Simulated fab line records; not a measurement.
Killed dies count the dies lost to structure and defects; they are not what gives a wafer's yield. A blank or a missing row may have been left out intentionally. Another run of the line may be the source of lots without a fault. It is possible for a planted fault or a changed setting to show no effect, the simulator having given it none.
Which of the tools did it? || flow berkeley-cmos170 || 45 wafers from 15 lots sampled at 7 of the route's 331 steps

## WHAT THE GAUGES SHOWED, per wafer
UCB170_PSD_TW_MEAS_10. Usual: PSD_TW gives 2338 (standard deviation 16).
{"lot": "L465", "measured": "day 6 17:54", "on": "film-metro-04", "PSD_TW": "2359 2355 2356", "flag": ""}
{"lot": "L466", "measured": "day 6 18:01", "on": "film-metro-03", "PSD_TW": "2330 2323 2331", "flag": ""}
{"lot": "L464", "measured": "day 6 18:08", "on": "film-metro-04", "PSD_TW": "2352 2350 2341", "flag": ""}
{"lot": "L471", "measured": "day 8 05:07", "on": "film-metro-03", "PSD_TW": "2325 2337 2327", "flag": ""}
{"lot": "L472", "measured": "day 8 05:33", "on": "film-metro-04", "PSD_TW": "2346 2348 2351", "flag": ""}
{"lot": "L470", "measured": "day 8 05:50", "on": "film-metro-03", "PSD_TW": "2328 2334 2321", "flag": ""}
{"lot": "L473", "measured": "day 8 08:08", "on": "film-metro-03", "PSD_TW": "2319 2326 2338", "flag": ""}
{"lot": "L474", "measured": "day 8 08:34", "on": "film-metro-02", "PSD_TW": "2337 2332 2332", "flag": ""}
{"lot": "L475", "measured": "day 8 18:58", "on": "film-metro-03", "PSD_TW": "2309 2342 2327", "flag": ""}
{"lot": "L476", "measured": "day 8 19:05", "on": "film-metro-04", "PSD_TW": "2364 2353 2350", "flag": ""}
{"lot": "L477", "measured": "day 9 17:14", "on": "film-metro-03", "PSD_TW": "2324 2317 2312", "flag": ""}
{"lot": "L480", "measured": "day 10 01:04", "on": "film-metro-03", "PSD_TW": "1989 2003 1994 1986 1997 1997", "flag": "OFF"}
{"lot": "L482", "measured": "day 10 15:58", "on": "film-metro-02", "PSD_TW": "2019 2018 2019 2006 2015 2026", "flag": "OFF"}
{"lot": "L484", "measured": "day 10 16:24", "on": "film-metro-03", "PSD_TW": "1994 1989 1993 1985 2000 2003", "flag": "OFF"}
{"lot": "L487", "measured": "day 11 15:10", "on": "film-metro-02", "PSD_TW": "2341 2337 2345", "flag": ""}

UCB170_SDANNEAL_RS_MEAS_02: measures by four-point-probe. Usual: PSD_RS gives 75.57 ohm/sq (standard deviation 0.26).
{"lot": "L465", "measured": "day 6 21:01", "on": "film-metro-04", "PSD_RS (ohm/sq)": "75.88 76.23 75.59", "flag": ""}
{"lot": "L466", "measured": "day 6 21:13", "on": "film-metro-03", "PSD_RS (ohm/sq)": "75.44 75.52 75.62", "flag": ""}
{"lot": "L464", "measured": "day 6 21:15", "on": "film-metro-02", "PSD_RS (ohm/sq)": "75.37 75.75 75.54", "flag": ""}
{"lot": "L471", "measured": "day 8 12:29", "on": "film-metro-02", "PSD_RS (ohm/sq)": "75.47 75.86 75.59", "flag": ""}
{"lot": "L472", "measured": "day 8 12:24", "on": "film-metro-04", "PSD_RS (ohm/sq)": "75.63 75.79 75.82", "flag": ""}
{"lot": "L470", "measured": "day 8 11:56", "on": "film-metro-04", "PSD_RS (ohm/sq)": "75.41 75.30 75.64", "flag": ""}
{"lot": "L473", "measured": "day 8 12:36", "on": "film-metro-03", "PSD_RS (ohm/sq)": "75.54 75.50 75.51", "flag": ""}
{"lot": "L474", "measured": "day 8 12:53", "on": "film-metro-04", "PSD_RS (ohm/sq)": "75.51 75.82 75.59", "flag": ""}
{"lot": "L475", "measured": "day 8 22:46", "on": "film-metro-03", "PSD_RS (ohm/sq)": "75.63 75.37 75.22", "flag": ""}
{"lot": "L476", "measured": "day 8 23:01", "on": "film-metro-02", "PSD_RS (ohm/sq)": "75.51 75.87 76.06", "flag": ""}
{"lot": "L477", "measured": "day 9 20:20", "on": "film-metro-03", "PSD_RS (ohm/sq)": "75.84 75.88 75.80", "flag": ""}
{"lot": "L480", "measured": "day 10 07:50", "on": "film-metro-02", "PSD_RS (ohm/sq)": "106.67 105.94 106.36 106.88 105.96 106.32", "flag": "OFF"}
{"lot": "L482", "measured": "day 11 04:31", "on": "film-metro-03", "PSD_RS (ohm/sq)": "106.13 105.90 105.40 106.38 106.10 105.52", "flag": "OFF"}
{"lot": "L484", "measured": "day 11 01:30", "on": "film-metro-04", "PSD_RS (ohm/sq)": "106.29 105.77 105.63 106.31 105.89 105.66", "flag": "OFF"}
{"lot": "L487", "measured": "day 11 19:23", "on": "film-metro-02", "PSD_RS (ohm/sq)": "75.82 75.62 75.35", "flag": ""}

UCB170_CONTACT_OVL_MEAS_16. Usual: CONTACT_OVL gives 1 nm (standard deviation 5.7).
{"lot": "L465", "measured": "day 7 07:53", "on": "overlay-01", "CONTACT_OVL (nm)": "8 10 1", "flag": ""}
{"lot": "L466", "measured": "day 7 08:10", "on": "overlay-01", "CONTACT_OVL (nm)": "-3 -9 3", "flag": ""}
{"lot": "L464", "measured": "day 7 08:17", "on": "overlay-01", "CONTACT_OVL (nm)": "-5 0 -1", "flag": ""}
{"lot": "L471", "measured": "day 8 17:58", "on": "overlay-01", "CONTACT_OVL (nm)": "-3 2 -2", "flag": ""}
{"lot": "L472", "measured": "day 8 17:59", "on": "overlay-02", "CONTACT_OVL (nm)": "-4 0 6", "flag": ""}
{"lot": "L470", "measured": "day 8 18:25", "on": "overlay-02", "CONTACT_OVL (nm)": "1 7 0", "flag": ""}
{"lot": "L473", "measured": "day 8 18:15", "on": "overlay-01", "CONTACT_OVL (nm)": "-2 -6 -10", "flag": ""}
{"lot": "L474", "measured": "day 8 18:31", "on": "overlay-01", "CONTACT_OVL (nm)": "-5 4 2", "flag": ""}
{"lot": "L475", "measured": "day 9 06:31", "on": "overlay-01", "CONTACT_OVL (nm)": "4 4 13", "flag": ""}
{"lot": "L476", "measured": "day 9 06:49", "on": "overlay-01", "CONTACT_OVL (nm)": "6 -1 5", "flag": ""}
{"lot": "L477", "measured": "day 10 02:41", "on": "overlay-02", "CONTACT_OVL (nm)": "4 8 14", "flag": ""}
{"lot": "L487", "measured": "day 12 05:26", "on": "overlay-02", "CONTACT_OVL (nm)": "-7 -4 2", "flag": ""}

UCB170_V2_THK_MEAS_04. Usual: V2_POLISHED_THK gives 999.9 nm (standard deviation 1.3).
{"lot": "L465", "measured": "day 7 22:13", "on": "film-metro-01", "V2_POLISHED_THK (nm)": "1001.2 1001.2 998.3", "flag": ""}
{"lot": "L466", "measured": "day 7 22:01", "on": "film-metro-03", "V2_POLISHED_THK (nm)": "999.6 999.1 997.7", "flag": ""}
{"lot": "L464", "measured": "day 7 22:19", "on": "film-metro-02", "V2_POLISHED_THK (nm)": "1000.9 998.1 1000.5", "flag": ""}
{"lot": "L471", "measured": "day 9 06:28", "on": "film-metro-01", "V2_POLISHED_THK (nm)": "999.6 998.6 999.8", "flag": ""}
{"lot": "L472", "measured": "day 9 06:38", "on": "film-metro-03", "V2_POLISHED_THK (nm)": "999.3 1000.2 998.5", "flag": ""}
{"lot": "L470", "measured": "day 9 07:48", "on": "film-metro-03", "V2_POLISHED_THK (nm)": "999.2 998.7 999.9", "flag": ""}
{"lot": "L473", "measured": "day 9 07:23", "on": "film-metro-02", "V2_POLISHED_THK (nm)": "1001.1 999.4 1000.4", "flag": ""}
{"lot": "L474", "measured": "day 9 08:34", "on": "film-metro-02", "V2_POLISHED_THK (nm)": "1000.8 997.2 1000.6", "flag": ""}
{"lot": "L475", "measured": "day 9 20:15", "on": "film-metro-01", "V2_POLISHED_THK (nm)": "1001.3 1002.3 1000.0", "flag": ""}
{"lot": "L476", "measured": "day 9 20:22", "on": "film-metro-02", "V2_POLISHED_THK (nm)": "999.7 1000.3 999.2", "flag": ""}
{"lot": "L477", "measured": "day 10 16:26", "on": "film-metro-02", "V2_POLISHED_THK (nm)": "1000.9 999.5 999.8", "flag": ""}
{"lot": "L487", "measured": "day 12 19:30", "on": "film-metro-03", "V2_POLISHED_THK (nm)": "999.1 999.4 1000.6", "flag": ""}

## WHICH TOOL RAN EACH LOT (tool, then ch and the chambers of the sampled wafers, then the start)
{"lot": "L465", "UCB170_PSD_IMPLANT_08": "implanter-01 ch 0, day 6 17:40", "UCB170_PSD_STRIP_09": "plasma-asher-04 ch 0,1, day 6 17:47", "UCB170_BACKSIDE_STRIP_03": "plasma-asher-03 ch 0,1, day 6 20:36"}
{"lot": "L466", "UCB170_PSD_IMPLANT_08": "implanter-02 ch 0, day 6 17:47", "UCB170_PSD_STRIP_09": "plasma-asher-01 ch 0,1, day 6 17:55", "UCB170_BACKSIDE_STRIP_03": "plasma-asher-02 ch 0,1, day 6 20:37"}
{"lot": "L464", "UCB170_PSD_IMPLANT_08": "implanter-03 ch 0, day 6 17:53", "UCB170_PSD_STRIP_09": "plasma-asher-03 ch 0,1, day 6 18:02", "UCB170_BACKSIDE_STRIP_03": "plasma-asher-04 ch 0,1, day 6 20:49"}
{"lot": "L471", "UCB170_PSD_IMPLANT_08": "implanter-03 ch 0, day 8 04:54", "UCB170_PSD_STRIP_09": "plasma-asher-01 ch 0,1, day 8 05:02", "UCB170_BACKSIDE_STRIP_03": "plasma-asher-02 ch 0,1, day 8 11:45"}
{"lot": "L472", "UCB170_PSD_IMPLANT_08": "implanter-01 ch 0, day 8 05:18", "UCB170_PSD_STRIP_09": "plasma-asher-03 ch 0,1, day 8 05:27", "UCB170_BACKSIDE_STRIP_03": "plasma-asher-04 ch 0,1, day 8 11:41"}
{"lot": "L470", "UCB170_PSD_IMPLANT_08": "implanter-01 ch 0, day 8 05:36", "UCB170_PSD_STRIP_09": "plasma-asher-04 ch 0,1, day 8 05:43", "UCB170_BACKSIDE_STRIP_03": "plasma-asher-04 ch 0,1, day 8 11:29"}
{"lot": "L473", "UCB170_PSD_IMPLANT_08": "implanter-01 ch 0, day 8 07:56", "UCB170_PSD_STRIP_09": "plasma-asher-01 ch 0,1, day 8 08:03", "UCB170_BACKSIDE_STRIP_03": "plasma-asher-04 ch 0,1, day 8 12:10"}
{"lot": "L474", "UCB170_PSD_IMPLANT_08": "implanter-03 ch 0, day 8 08:19", "UCB170_PSD_STRIP_09": "plasma-asher-01 ch 0,1, day 8 08:28", "UCB170_BACKSIDE_STRIP_03": "plasma-asher-02 ch 0,1, day 8 12:26"}
{"lot": "L475", "UCB170_PSD_IMPLANT_08": "implanter-01 ch 0, day 8 18:41", "UCB170_PSD_STRIP_09": "plasma-asher-04 ch 0,1, day 8 18:48", "UCB170_BACKSIDE_STRIP_03": "plasma-asher-02 ch 0,1, day 8 22:20"}
{"lot": "L476", "UCB170_PSD_IMPLANT_08": "implanter-03 ch 0, day 8 18:53", "UCB170_PSD_STRIP_09": "plasma-asher-01 ch 0,1, day 8 18:59", "UCB170_BACKSIDE_STRIP_03": "plasma-asher-04 ch 0,1, day 8 22:33"}
{"lot": "L477", "UCB170_PSD_IMPLANT_08": "implanter-01 ch 0, day 9 17:01", "UCB170_PSD_STRIP_09": "plasma-asher-03 ch 0,1, day 9 17:08", "UCB170_BACKSIDE_STRIP_03": "plasma-asher-02 ch 0,1, day 9 19:55"}
{"lot": "L480", "UCB170_PSD_IMPLANT_08": "implanter-01 ch 0, day 10 00:49", "UCB170_PSD_STRIP_09": "plasma-asher-04 ch 0,1, day 10 00:58", "UCB170_BACKSIDE_STRIP_03": "plasma-asher-03 ch 0,1, day 10 07:18"}
{"lot": "L482", "UCB170_PSD_IMPLANT_08": "implanter-01 ch 0, day 10 15:44", "UCB170_PSD_STRIP_09": "plasma-asher-01 ch 0, day 10 15:52", "UCB170_BACKSIDE_STRIP_03": "plasma-asher-04 ch 0,1, day 11 03:08"}
{"lot": "L484", "UCB170_PSD_IMPLANT_08": "implanter-01 ch 0, day 10 16:09", "UCB170_PSD_STRIP_09": "plasma-asher-01 ch 0,1, day 10 16:18", "UCB170_BACKSIDE_STRIP_03": "plasma-asher-03 ch 0,1, day 11 01:06"}
{"lot": "L487", "UCB170_PSD_IMPLANT_08": "implanter-03 ch 0, day 11 14:55", "UCB170_PSD_STRIP_09": "plasma-asher-03 ch 0,1, day 11 15:04", "UCB170_BACKSIDE_STRIP_03": "plasma-asher-02 ch 0,1, day 11 18:59"}
- UCB170_PSD_IMPLANT_08
- UCB170_PSD_STRIP_09: strips in O2.
- UCB170_BACKSIDE_STRIP_03: strips in O2.

## AS READ BY THE TOOLS THEMSELVES (means over the sampled wafers that have a number; for cases with no such wafer, the mark the record gives instead)
UCB170_PSD_IMPLANT_08. Usual: dose-ions-cm2 3.001e+15, standard deviation 3.1e+12; end-station-pressure-torr 1.26e-05 Torr, standard deviation 6.4e-07; faraday-current-uA 9264, standard deviation 210; tilt-deg 7.002 degrees, standard deviation 0.019.
{"lot": "L465", "tool": "implanter-01", "dose-ions-cm2": 3.004e+15, "end-station-pressure-torr (Torr)": 1.24e-05, "faraday-current-uA": 9096, "tilt-deg (degrees)": 6.972, "flag": ""}
{"lot": "L466", "tool": "implanter-02", "dose-ions-cm2": 3.003e+15, "end-station-pressure-torr (Torr)": 1.27e-05, "faraday-current-uA": 9593, "tilt-deg (degrees)": 6.997, "flag": ""}
{"lot": "L464", "tool": "implanter-03", "dose-ions-cm2": 3.002e+15, "end-station-pressure-torr (Torr)": 1.22e-05, "faraday-current-uA": 9343, "tilt-deg (degrees)": 7.016, "flag": ""}
{"lot": "L471", "tool": "implanter-03", "dose-ions-cm2": 2.998e+15, "end-station-pressure-torr (Torr)": 1.23e-05, "faraday-current-uA": 9191, "tilt-deg (degrees)": 7.002, "flag": ""}
{"lot": "L472", "tool": "implanter-01", "dose-ions-cm2": 2.999e+15, "end-station-pressure-torr (Torr)": 1.24e-05, "faraday-current-uA": 9189, "tilt-deg (degrees)": 7.008, "flag": ""}
{"lot": "L470", "tool": "implanter-01", "dose-ions-cm2": 3.002e+15, "end-station-pressure-torr (Torr)": 1.22e-05, "faraday-current-uA": 9201, "tilt-deg (degrees)": 7.012, "flag": ""}
{"lot": "L473", "tool": "implanter-01", "dose-ions-cm2": 2.998e+15, "end-station-pressure-torr (Torr)": 1.31e-05, "faraday-current-uA": 9350, "tilt-deg (degrees)": 6.985, "flag": ""}
{"lot": "L474", "tool": "implanter-03", "dose-ions-cm2": 3.001e+15, "end-station-pressure-torr (Torr)": 1.25e-05, "faraday-current-uA": 9358, "tilt-deg (degrees)": 6.987, "flag": ""}
{"lot": "L475", "tool": "implanter-01", "dose-ions-cm2": 3.000e+15, "end-station-pressure-torr (Torr)": 1.25e-05, "faraday-current-uA": 9117, "tilt-deg (degrees)": 6.998, "flag": ""}
{"lot": "L476", "tool": "implanter-03", "dose-ions-cm2": 2.999e+15, "end-station-pressure-torr (Torr)": 1.26e-05, "faraday-current-uA": 9275, "tilt-deg (degrees)": 7.002, "flag": ""}
{"lot": "L477", "tool": "implanter-01", "dose-ions-cm2": 3.005e+15, "end-station-pressure-torr (Torr)": 1.25e-05, "faraday-current-uA": 9301, "tilt-deg (degrees)": 7.008, "flag": ""}
{"lot": "L480", "tool": "implanter-01", "dose-ions-cm2": 1.831e+15, "end-station-pressure-torr (Torr)": 9.83e-06, "faraday-current-uA": 5727, "tilt-deg (degrees)": 6.990, "flag": "OFF"}
{"lot": "L482", "tool": "implanter-01", "dose-ions-cm2": 1.836e+15, "end-station-pressure-torr (Torr)": 9.57e-06, "faraday-current-uA": 5818, "tilt-deg (degrees)": 6.998, "flag": "OFF"}
{"lot": "L484", "tool": "implanter-01", "dose-ions-cm2": 1.835e+15, "end-station-pressure-torr (Torr)": 9.83e-06, "faraday-current-uA": 5711, "tilt-deg (degrees)": 7.020, "flag": "OFF"}
{"lot": "L487", "tool": "implanter-03", "dose-ions-cm2": 2.999e+15, "end-station-pressure-torr (Torr)": 1.31e-05, "faraday-current-uA": 9243, "tilt-deg (degrees)": 7.028, "flag": ""}

UCB170_PSD_STRIP_09. Usual: drypump-motor-current-A 6.0 A, standard deviation 0.38; oes-product-au 0.600 a.u., standard deviation 0.0046; strip-time-to-endpoint-s 29.38 s, standard deviation 0.076.
{"lot": "L465", "tool": "plasma-asher-04", "drypump-motor-current-A (A)": 5.9, "oes-product-au (a.u.)": 0.597, "strip-time-to-endpoint-s (s)": 29.23, "flag": ""}
{"lot": "L466", "tool": "plasma-asher-01", "drypump-motor-current-A (A)": 6.1, "oes-product-au (a.u.)": 0.597, "strip-time-to-endpoint-s (s)": 29.34, "flag": ""}
{"lot": "L464", "tool": "plasma-asher-03", "drypump-motor-current-A (A)": 6.2, "oes-product-au (a.u.)": 0.604, "strip-time-to-endpoint-s (s)": 29.51, "flag": ""}
{"lot": "L471", "tool": "plasma-asher-01", "drypump-motor-current-A (A)": 6.1, "oes-product-au (a.u.)": 0.603, "strip-time-to-endpoint-s (s)": 29.41, "flag": ""}
{"lot": "L472", "tool": "plasma-asher-03", "drypump-motor-current-A (A)": 5.8, "oes-product-au (a.u.)": 0.598, "strip-time-to-endpoint-s (s)": 29.26, "flag": ""}
{"lot": "L470", "tool": "plasma-asher-04", "drypump-motor-current-A (A)": 5.9, "oes-product-au (a.u.)": 0.598, "strip-time-to-endpoint-s (s)": 29.42, "flag": ""}
{"lot": "L473", "tool": "plasma-asher-01", "drypump-motor-current-A (A)": 6.1, "oes-product-au (a.u.)": 0.598, "strip-time-to-endpoint-s (s)": 29.32, "flag": ""}
{"lot": "L474", "tool": "plasma-asher-01", "drypump-motor-current-A (A)": 6.2, "oes-product-au (a.u.)": 0.599, "strip-time-to-endpoint-s (s)": 29.34, "flag": ""}
{"lot": "L475", "tool": "plasma-asher-04", "drypump-motor-current-A (A)": 6.0, "oes-product-au (a.u.)": 0.597, "strip-time-to-endpoint-s (s)": 29.44, "flag": ""}
{"lot": "L476", "tool": "plasma-asher-01", "drypump-motor-current-A (A)": 6.1, "oes-product-au (a.u.)": 0.602, "strip-time-to-endpoint-s (s)": 29.34, "flag": ""}
{"lot": "L477", "tool": "plasma-asher-03", "drypump-motor-current-A (A)": 5.8, "oes-product-au (a.u.)": 0.604, "strip-time-to-endpoint-s (s)": 29.36, "flag": ""}
{"lot": "L480", "tool": "plasma-asher-04", "drypump-motor-current-A (A)": 5.9, "oes-product-au (a.u.)": 0.675, "strip-time-to-endpoint-s (s)": 24.39, "flag": "OFF"}
{"lot": "L482", "tool": "plasma-asher-01", "drypump-motor-current-A (A)": 6.3, "oes-product-au (a.u.)": 0.673, "strip-time-to-endpoint-s (s)": 24.49, "flag": "OFF"}
{"lot": "L484", "tool": "plasma-asher-01", "drypump-motor-current-A (A)": 6.2, "oes-product-au (a.u.)": 0.676, "strip-time-to-endpoint-s (s)": 24.51, "flag": "OFF"}
{"lot": "L487", "tool": "plasma-asher-03", "drypump-motor-current-A (A)": 5.8, "oes-product-au (a.u.)": 0.603, "strip-time-to-endpoint-s (s)": 29.33, "flag": ""}

UCB170_BACKSIDE_STRIP_03. Usual: drypump-motor-current-A 6.1 A, standard deviation 0.39; oes-product-au 0.735 a.u., standard deviation 0.0046; strip-time-to-endpoint-s 21.96 s, standard deviation 0.066.
{"lot": "L465", "tool": "plasma-asher-03", "drypump-motor-current-A (A)": 5.8, "oes-product-au (a.u.)": 0.739, "strip-time-to-endpoint-s (s)": 21.93, "flag": ""}
{"lot": "L466", "tool": "plasma-asher-02", "drypump-motor-current-A (A)": 6.1, "oes-product-au (a.u.)": 0.735, "strip-time-to-endpoint-s (s)": 21.96, "flag": ""}
{"lot": "L464", "tool": "plasma-asher-04", "drypump-motor-current-A (A)": 6.0, "oes-product-au (a.u.)": 0.734, "strip-time-to-endpoint-s (s)": 22.15, "flag": ""}
{"lot": "L471", "tool": "plasma-asher-02", "drypump-motor-current-A (A)": 6.1, "oes-product-au (a.u.)": 0.734, "strip-time-to-endpoint-s (s)": 21.90, "flag": ""}
{"lot": "L472", "tool": "plasma-asher-04", "drypump-motor-current-A (A)": 6.1, "oes-product-au (a.u.)": 0.735, "strip-time-to-endpoint-s (s)": 22.04, "flag": ""}
{"lot": "L470", "tool": "plasma-asher-04", "drypump-motor-current-A (A)": 5.9, "oes-product-au (a.u.)": 0.734, "strip-time-to-endpoint-s (s)": 21.96, "flag": ""}
{"lot": "L473", "tool": "plasma-asher-04", "drypump-motor-current-A (A)": 6.0, "oes-product-au (a.u.)": 0.733, "strip-time-to-endpoint-s (s)": 21.96, "flag": ""}
{"lot": "L474", "tool": "plasma-asher-02", "drypump-motor-current-A (A)": 6.3, "oes-product-au (a.u.)": 0.735, "strip-time-to-endpoint-s (s)": 21.97, "flag": ""}
{"lot": "L475", "tool": "plasma-asher-02", "drypump-motor-current-A (A)": 6.1, "oes-product-au (a.u.)": 0.737, "strip-time-to-endpoint-s (s)": 21.91, "flag": ""}
{"lot": "L476", "tool": "plasma-asher-04", "drypump-motor-current-A (A)": 5.9, "oes-product-au (a.u.)": 0.736, "strip-time-to-endpoint-s (s)": 21.93, "flag": ""}
{"lot": "L477", "tool": "plasma-asher-02", "drypump-motor-current-A (A)": 6.4, "oes-product-au (a.u.)": 0.738, "strip-time-to-endpoint-s (s)": 21.94, "flag": ""}
{"lot": "L480", "tool": "plasma-asher-03", "drypump-motor-current-A (A)": 6.1, "oes-product-au (a.u.)": 0.736, "strip-time-to-endpoint-s (s)": 21.98, "flag": ""}
{"lot": "L482", "tool": "plasma-asher-04", "drypump-motor-current-A (A)": 5.9, "oes-product-au (a.u.)": 0.737, "strip-time-to-endpoint-s (s)": 22.00, "flag": ""}
{"lot": "L484", "tool": "plasma-asher-03", "drypump-motor-current-A (A)": 6.2, "oes-product-au (a.u.)": 0.733, "strip-time-to-endpoint-s (s)": 22.04, "flag": ""}
{"lot": "L487", "tool": "plasma-asher-02", "drypump-motor-current-A (A)": 6.4, "oes-product-au (a.u.)": 0.732, "strip-time-to-endpoint-s (s)": 21.84, "flag": ""}

## THE ANSWER, worked out from the rows above alone
Rule: a lot is off if the mean of its wafers that have a number lies more than 3 standard deviations from the usual mean. Also off: a lot with no number at a reading for which 4 or more lots have one. All remaining lots with rows at the step are treated as sound. After the gauges, taken in route order, come the tools' own readings; for these a lot's mean is taken, as printed above. At the first step where some lot is off, the reading lying furthest off is the one used; lots without a number count as furthest.
Off: L480, L482, L484, at UCB170_PSD_TW_MEAS_10 (PSD_TW).
If a tool, at a process step before that reading, ran all the lots that are off and no sound lot after the first of them, it fits. Not tried: the gauges at UCB170_PSD_TW_MEAS_10; whatever is off there is also off at UCB170_PSD_IMPLANT_08, on other tools, and gauge error can't account for it. One fits: UCB170_PSD_IMPLANT_08 on implanter-01. Its last sound lot is L477 (day 9 17:01), its first lot that is off L480 (day 10 00:49): a fault that began between those two fits.
The tool's own readings at UCB170_PSD_IMPLANT_08 bear it out: on the lots that are off they differ by more than 5 times the standard deviation of the sound lots' means. dose-ions-cm2 reads 1.834e+15 there against 3.001e+15 on the sound lots; end-station-pressure-torr reads 9.74e-06 Torr there against 1.25e-05 Torr on the sound lots; faraday-current-uA reads 5752 there against 9271 on the sound lots.

## WHAT THE SIMULATOR HAD PUT IN
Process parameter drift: implanter-01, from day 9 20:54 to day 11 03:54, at UCB170_PSD_IMPLANT_08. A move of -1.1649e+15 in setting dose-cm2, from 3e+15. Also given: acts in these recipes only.
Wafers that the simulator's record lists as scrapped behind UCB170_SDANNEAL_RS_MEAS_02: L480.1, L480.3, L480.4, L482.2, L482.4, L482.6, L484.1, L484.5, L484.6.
Lots struck among those shown: L480, L482, L484. The same result came from the rule above.
